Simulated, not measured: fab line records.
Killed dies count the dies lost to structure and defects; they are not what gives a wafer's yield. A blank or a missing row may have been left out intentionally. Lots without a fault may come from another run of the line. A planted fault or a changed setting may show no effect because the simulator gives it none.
Split-lot study + flow berkeley_cmos170 + on a route of 331 steps: 5 lots, 23 wafers read

## SPLIT DETAILS
At UCB170_M3_SPUTTER_01 (material Al, target thk 900 nm, time 120 s), the setting time_s was moved away from the recipe's 120 s on 6 of the 23 wafers read, by +12.7% to +14.2%. All remaining wafers had this setting at the recipe value.

## FROM THE SPLIT TO THE READING: what the file shows between them, 6 steps
- UCB170_M3_RS_MEAS_02: measures by four-point-probe
- UCB170_M3_THK_MEAS_03: measures by xrf
- UCB170_M3_COAT_10: resist thk 900 nm (also split here: resist_thk_nm)
- UCB170_M3_SOFTBAKE_11: time 60 s
- UCB170_M3_EXPOSE_12: exposes mask METAL3, target cd 700 nm
- UCB170_M3_ETCH_17: etches BARC in N2/H2

## THE READING
oes_product_au, in a.u., at UCB170_M3_METAL_ETCH_18 (etches Al in Cl2/BCl3, stops on SiO2, target depth 1170 nm, time 195 s). On this fab line, fault-free wafers typically give 0.849 a.u. with a standard deviation of 0.0089 a.u.

| wafer  | tool, chamber at the split | time_s as run, s | against the recipe | oes_product_au, a.u. | against lot-mates on the recipe |
|--------|----------------------------|------------------|--------------------|----------------------|---------------------------------|
| L076.1 | pvd_sputter-01, -          | 120              | recipe             | 0.829                | -                               |
| L076.5 | pvd_sputter-01, -          | 120              | recipe             | 0.835                | -                               |
| L076.6 | pvd_sputter-01, -          | 120              | recipe             | 0.838                | -                               |
| L080.1 | pvd_sputter-04, -          | 136.6            | +13.8%             | 0.910                | +0.060                          |
| L080.2 | pvd_sputter-04, -          | 120              | recipe             | 0.847                | -                               |
| L080.3 | pvd_sputter-04, -          | 120              | recipe             | 0.846                | -                               |
| L080.4 | pvd_sputter-04, -          | 120              | recipe             | 0.857                | -                               |
| L080.5 | pvd_sputter-04, -          | 136.6            | +13.8%             | 0.911                | +0.061                          |
| L082.1 | pvd_sputter-03, -          | 120              | recipe             | 0.860                | -                               |
| L082.2 | pvd_sputter-03, -          | 137.1            | +14.2%             | 0.896                | +0.047                          |
| L082.4 | pvd_sputter-03, -          | 120              | recipe             | 0.854                | -                               |
| L082.5 | pvd_sputter-03, -          | 120              | recipe             | 0.832                | -                               |
| L082.6 | pvd_sputter-03, -          | 137.1            | +14.2%             | 0.913                | +0.064                          |
| L081.2 | pvd_sputter-04, -          | 120              | recipe             | 0.840                | -                               |
| L081.3 | pvd_sputter-04, -          | 135.2            | +12.7%             | 0.910                | +0.060                          |
| L081.4 | pvd_sputter-04, -          | 120              | recipe             | 0.861                | -                               |
| L081.5 | pvd_sputter-04, -          | 135.2            | +12.7%             | 0.920                | +0.070                          |
| L081.6 | pvd_sputter-04, -          | 120              | recipe             | 0.848                | -                               |
| L085.1 | pvd_sputter-01, -          | 120              | recipe             | 0.844                | -                               |
| L085.2 | pvd_sputter-01, -          | 120              | recipe             | 0.844                | -                               |
| L085.4 | pvd_sputter-01, -          | 120              | recipe             | 0.840                | -                               |
| L085.5 | pvd_sputter-01, -          | 120              | recipe             | 0.839                | -                               |
| L085.6 | pvd_sputter-01, -          | 120              | recipe             | 0.858                | -                               |

THE FIT
A straight line over all 23 wafers: oes_product_au changes by +0.00472 a.u. for each +1% of time_s; r = +0.95; the points scatter about the line by 0.0099 a.u.
The same after taking each lot's own level away (the mean of its wafers on the recipe; 23 wafers): +0.00443 a.u. for each +1%; r = +0.96; scatter 0.0084 a.u.
On that fit, the largest move of time_s shifts the reading by 0.063 a.u.
The span of the lots' own levels, 0.8340 to 0.8500 a.u., comes to 1.8 times the standard deviation stated above.
The two slopes agree, so the slope changes little with the lot-to-lot level.
Check: for one of the wafers moved furthest among these (+14.2%), held out of the fit, the line's prediction against its lot-mates is +0.0667 a.u. Against them it came out at +0.0473 a.u.

## THESE WAFERS: OTHER SPLITS
Other splits were also applied to these wafers ahead of the reading. Each is held against what the fit with the lots' levels taken away leaves over:
| other split on the same wafers  | wafers away from the commonest value | r with oes_product_au (lot level and that fit taken away) |
|---------------------------------|--------------------------------------|-----------------------------------------------------------|
| UCB170_M3_COAT_10 resist_thk_nm | 7                                    | +0.11                                                     |

## THE WHOLE CHAIN: every reading that the file lists as answering this split, in the file's order
| step                    | what it does                                                           | reading                                                                     | change (the file's fit)                   | r (the file's) |
|-------------------------|------------------------------------------------------------------------|-----------------------------------------------------------------------------|-------------------------------------------|----------------|
| UCB170_M3_SPUTTER_01    | material Al, target thk 900 nm, time 120 s                             | Al_of_M3_SPUTTER_01.thk_nm (the simulator's own value, which no gauge read) | +8.98 nm for each +1% of the setting      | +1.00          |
| UCB170_M3_RS_MEAS_02    | measures by four-point-probe                                           | M3_AL_RS                                                                    | -0.000284 for each +1% of the setting     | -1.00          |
| UCB170_M3_THK_MEAS_03   | measures by xrf                                                        | M3_AL_THK                                                                   | +9.11 for each +1% of the setting         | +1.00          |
| UCB170_M3_METAL_ETCH_18 | etches Al in Cl2/BCl3, stops on SiO2, target depth 1170 nm, time 195 s | oes_product_au                                                              | +0.00443 a.u. for each +1% of the setting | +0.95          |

## FILE'S OWN FIT
oes_product_au changes by +0.00443 a.u. for each +1% of time_s, r = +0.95.
